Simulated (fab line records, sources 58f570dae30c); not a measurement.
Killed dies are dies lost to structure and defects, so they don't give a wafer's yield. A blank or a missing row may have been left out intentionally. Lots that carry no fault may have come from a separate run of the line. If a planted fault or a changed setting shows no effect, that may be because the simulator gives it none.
What tool caused it? + flow berkeley-cmos170 + 7 lots, 21 wafers sampled, at 2 steps of a route of 331

WHAT THE GAUGES SHOWED, per wafer
UCB170_PWELL_THK_MEAS_06.
| lot  | measured    | on            | PWELL_NITRIDE_THK (nm) |
|------|-------------|---------------|------------------------|
| L679 | day 3 12:37 | film-metro-02 | 220.0 218.0 220.0      |
| L681 | day 3 20:07 | film-metro-01 | 218.7 219.0 217.9      |
| L684 | day 4 12:25 | film-metro-02 | 220.8 221.7 221.8      |
| L686 | day 4 18:11 | film-metro-02 | 323.1 322.7 321.5      |
| L687 | day 4 22:34 | film-metro-03 | 320.1 318.9 321.3      |
| L696 | day 6 23:00 | film-metro-03 | 221.5 219.2 220.4      |
| L701 | day 8 19:47 | film-metro-01 | 219.6 221.3 221.2      |

EACH LOT AND THE TOOL THAT RAN IT (in order: tool; ch and the chambers of the sampled wafers; start)
| lot  | UCB170_PWELL_CVD_05        |
|------|----------------------------|
| L679 | lpcvd-01 ch 1, day 3 10:41 |
| L681 | lpcvd-02 ch 1, day 3 18:11 |
| L684 | lpcvd-01 ch 1, day 4 10:30 |
| L686 | lpcvd-01 ch 0, day 4 16:16 |
| L687 | lpcvd-01 ch 0, day 4 20:39 |
| L696 | lpcvd-02 ch 1, day 6 21:04 |
| L701 | lpcvd-01 ch 1, day 8 16:50 |
- UCB170_PWELL_CVD_05: deposits Si3N4 from SiH2Cl2/NH3, target thk 220 nm, time 3300 s.

THE ANSWER, worked out from the rows above alone
Rule: usual is defined by the lots themselves. Put in order of their means at a reading, lots are off if they are a third of the lots or fewer, leave a main group of 4 or more, and stand apart from it by a gap of 3 or more times the standard deviation of the main group's means; of several such gaps the widest counts. If all means in a main group match to the digits the tables above print for the reading, that group is not used. Also off: a lot with no number at a reading for which 4 or more lots have one. Any other lot the step has rows for is counted as sound.
Off: L686, L687, at UCB170_PWELL_THK_MEAS_06 (PWELL_NITRIDE_THK). For the main group the mean is 220.1 nm and the standard deviation 1.
A tool fits if, at a process step before that reading, it ran every lot that is off, and no sound lot after the first of them. Gauges at UCB170_PWELL_THK_MEAS_06: tried the same way as those tools. Of those tried, none fits.

WHAT THE SIMULATOR PUT IN
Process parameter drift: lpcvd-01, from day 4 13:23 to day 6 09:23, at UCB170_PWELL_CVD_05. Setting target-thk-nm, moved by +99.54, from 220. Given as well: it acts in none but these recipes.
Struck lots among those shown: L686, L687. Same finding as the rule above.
